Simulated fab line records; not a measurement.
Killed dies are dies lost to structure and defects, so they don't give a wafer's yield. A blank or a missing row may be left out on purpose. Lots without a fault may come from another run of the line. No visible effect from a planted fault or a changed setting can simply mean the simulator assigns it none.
Split-lot study || flow rit-cmos || on a route of 202 steps: 5 lots, 23 wafers read

THE SPLIT
At RIT_GATE_COAT_11 (resist thk 850 nm), the setting spin-rpm was moved away from the recipe's 4250 rpm on 9 of the 23 wafers read, by -4.1% to +3.6%. The other wafers ran this setting at the recipe's value.

Reading taken at the split's own step.

THE READING
NOVOLAK_of_GATE_COAT_11.thk-nm (the simulator's own value, which no gauge read), in nm, at RIT_GATE_COAT_11 (resist thk 850 nm). The file gives no usual value for it. Across the 14 wafers here that went through the recipe, the average is 851.4 nm and the standard deviation 1.9 nm.

{"wafer": "L075.1", "tool, chamber at the split": "litho-track-01, 0", "spin-rpm as run, rpm": 4250, "against the recipe": "recipe", "NOVOLAK_of_GATE_COAT_11.thk-nm, nm": 853.9, "against lot-mates on the recipe": "-"}
{"wafer": "L075.2", "tool, chamber at the split": "litho-track-01, 0", "spin-rpm as run, rpm": 4250, "against the recipe": "recipe", "NOVOLAK_of_GATE_COAT_11.thk-nm, nm": 854.3, "against lot-mates on the recipe": "-"}
{"wafer": "L075.4", "tool, chamber at the split": "litho-track-01, 0", "spin-rpm as run, rpm": 4250, "against the recipe": "recipe", "NOVOLAK_of_GATE_COAT_11.thk-nm, nm": 853, "against lot-mates on the recipe": "-"}
{"wafer": "L075.5", "tool, chamber at the split": "litho-track-01, 0", "spin-rpm as run, rpm": 4250, "against the recipe": "recipe", "NOVOLAK_of_GATE_COAT_11.thk-nm, nm": 851.9, "against lot-mates on the recipe": "-"}
{"wafer": "L075.6", "tool, chamber at the split": "litho-track-01, 0", "spin-rpm as run, rpm": 4250, "against the recipe": "recipe", "NOVOLAK_of_GATE_COAT_11.thk-nm, nm": 851.5, "against lot-mates on the recipe": "-"}
{"wafer": "L076.2", "tool, chamber at the split": "litho-track-01, 0", "spin-rpm as run, rpm": 4401, "against the recipe": "+3.6%", "NOVOLAK_of_GATE_COAT_11.thk-nm, nm": 835, "against lot-mates on the recipe": -13.0}
{"wafer": "L076.3", "tool, chamber at the split": "litho-track-01, 0", "spin-rpm as run, rpm": 4250, "against the recipe": "recipe", "NOVOLAK_of_GATE_COAT_11.thk-nm, nm": 849.6, "against lot-mates on the recipe": "-"}
{"wafer": "L076.4", "tool, chamber at the split": "litho-track-01, 0", "spin-rpm as run, rpm": 4401, "against the recipe": "+3.6%", "NOVOLAK_of_GATE_COAT_11.thk-nm, nm": 835.2, "against lot-mates on the recipe": -12.8}
{"wafer": "L076.5", "tool, chamber at the split": "litho-track-01, 0", "spin-rpm as run, rpm": 4401, "against the recipe": "+3.6%", "NOVOLAK_of_GATE_COAT_11.thk-nm, nm": 834.5, "against lot-mates on the recipe": -13.5}
{"wafer": "L076.6", "tool, chamber at the split": "litho-track-01, 0", "spin-rpm as run, rpm": 4250, "against the recipe": "recipe", "NOVOLAK_of_GATE_COAT_11.thk-nm, nm": 846.4, "against lot-mates on the recipe": "-"}
{"wafer": "L080.1", "tool, chamber at the split": "litho-track-01, 0", "spin-rpm as run, rpm": 4077, "against the recipe": "-4.1%", "NOVOLAK_of_GATE_COAT_11.thk-nm, nm": 871, "against lot-mates on the recipe": "+19.5"}
{"wafer": "L080.2", "tool, chamber at the split": "litho-track-01, 0", "spin-rpm as run, rpm": 4077, "against the recipe": "-4.1%", "NOVOLAK_of_GATE_COAT_11.thk-nm, nm": 867.7, "against lot-mates on the recipe": "+16.2"}
{"wafer": "L080.3", "tool, chamber at the split": "litho-track-01, 0", "spin-rpm as run, rpm": 4250, "against the recipe": "recipe", "NOVOLAK_of_GATE_COAT_11.thk-nm, nm": 850.9, "against lot-mates on the recipe": "-"}
{"wafer": "L080.4", "tool, chamber at the split": "litho-track-01, 0", "spin-rpm as run, rpm": 4077, "against the recipe": "-4.1%", "NOVOLAK_of_GATE_COAT_11.thk-nm, nm": 869.3, "against lot-mates on the recipe": "+17.8"}
{"wafer": "L080.5", "tool, chamber at the split": "litho-track-01, 0", "spin-rpm as run, rpm": 4250, "against the recipe": "recipe", "NOVOLAK_of_GATE_COAT_11.thk-nm, nm": 852.1, "against lot-mates on the recipe": "-"}
{"wafer": "L082.1", "tool, chamber at the split": "litho-track-04, 0", "spin-rpm as run, rpm": 4250, "against the recipe": "recipe", "NOVOLAK_of_GATE_COAT_11.thk-nm, nm": 852.6, "against lot-mates on the recipe": "-"}
{"wafer": "L082.3", "tool, chamber at the split": "litho-track-04, 0", "spin-rpm as run, rpm": 4250, "against the recipe": "recipe", "NOVOLAK_of_GATE_COAT_11.thk-nm, nm": 851.1, "against lot-mates on the recipe": "-"}
{"wafer": "L082.6", "tool, chamber at the split": "litho-track-04, 0", "spin-rpm as run, rpm": 4250, "against the recipe": "recipe", "NOVOLAK_of_GATE_COAT_11.thk-nm, nm": 851.4, "against lot-mates on the recipe": "-"}
{"wafer": "L084.1", "tool, chamber at the split": "litho-track-04, 0", "spin-rpm as run, rpm": 4402, "against the recipe": "+3.6%", "NOVOLAK_of_GATE_COAT_11.thk-nm, nm": 837.8, "against lot-mates on the recipe": -12.9}
{"wafer": "L084.2", "tool, chamber at the split": "litho-track-04, 0", "spin-rpm as run, rpm": 4250, "against the recipe": "recipe", "NOVOLAK_of_GATE_COAT_11.thk-nm, nm": 849.6, "against lot-mates on the recipe": "-"}
{"wafer": "L084.3", "tool, chamber at the split": "litho-track-04, 0", "spin-rpm as run, rpm": 4402, "against the recipe": "+3.6%", "NOVOLAK_of_GATE_COAT_11.thk-nm, nm": 834.7, "against lot-mates on the recipe": -16.0}
{"wafer": "L084.5", "tool, chamber at the split": "litho-track-04, 0", "spin-rpm as run, rpm": 4250, "against the recipe": "recipe", "NOVOLAK_of_GATE_COAT_11.thk-nm, nm": 851.8, "against lot-mates on the recipe": "-"}
{"wafer": "L084.6", "tool, chamber at the split": "litho-track-04, 0", "spin-rpm as run, rpm": 4402, "against the recipe": "+3.6%", "NOVOLAK_of_GATE_COAT_11.thk-nm, nm": 837.2, "against lot-mates on the recipe": -13.5}

FIT RESULTS
A straight line over all 23 wafers: NOVOLAK_of_GATE_COAT_11.thk-nm changes by -4.4 nm for each +1% of spin-rpm; r = -0.99; the points scatter about the line by 1.8 nm.
The same after taking each lot's own level away (the mean of its wafers on the recipe; 23 wafers): -4.07 nm for each +1%; r = -0.99; scatter 1.3 nm.
That fit puts the effect of the largest move of spin-rpm on the reading at 17 nm.
Across the lots, their own levels run from 848.00 to 852.92 nm, a range of 2.6 times the standard deviation given above.
The two slopes agree, so the slope changes little with the lot-to-lot level.
Check: for one of the wafers moved furthest among these (-4.1%), held out of the fit, the line's prediction against its lot-mates is +16.3 nm. Against them it came out at +19.5 nm.

OTHER SPLITS APPLIED TO THESE WAFERS
Other splits were also applied to these wafers ahead of the reading. Each is held against what the fit with the lots' levels taken away leaves over:
{"other split on the same wafers": "RIT_ACTIVE_COAT_06 resist-thk-nm", "wafers away from the commonest value": 9, "r with NOVOLAK_of_GATE_COAT_11.thk-nm (lot level and that fit taken away)": -0.30}
{"other split on the same wafers": "RIT_FOX2_OXIDATION_00 temp-c", "wafers away from the commonest value": 15, "r with NOVOLAK_of_GATE_COAT_11.thk-nm (lot level and that fit taken away)": -0.18}
{"other split on the same wafers": "RIT_NWELL_IMPLANT_08 dose-cm2", "wafers away from the commonest value": 10, "r with NOVOLAK_of_GATE_COAT_11.thk-nm (lot level and that fit taken away)": "+0.03"}
{"other split on the same wafers": "RIT_PWELL_COAT_01 spin-rpm", "wafers away from the commonest value": 10, "r with NOVOLAK_of_GATE_COAT_11.thk-nm (lot level and that fit taken away)": "+0.38"}
{"other split on the same wafers": "RIT_PRETRO_IMPLANT_08 dose-cm2", "wafers away from the commonest value": 9, "r with NOVOLAK_of_GATE_COAT_11.thk-nm (lot level and that fit taken away)": "+0.10"}

FILE'S OWN FIT
NOVOLAK_of_GATE_COAT_11.thk-nm changes by -4.04 nm for each +1% of spin-rpm, r = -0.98.
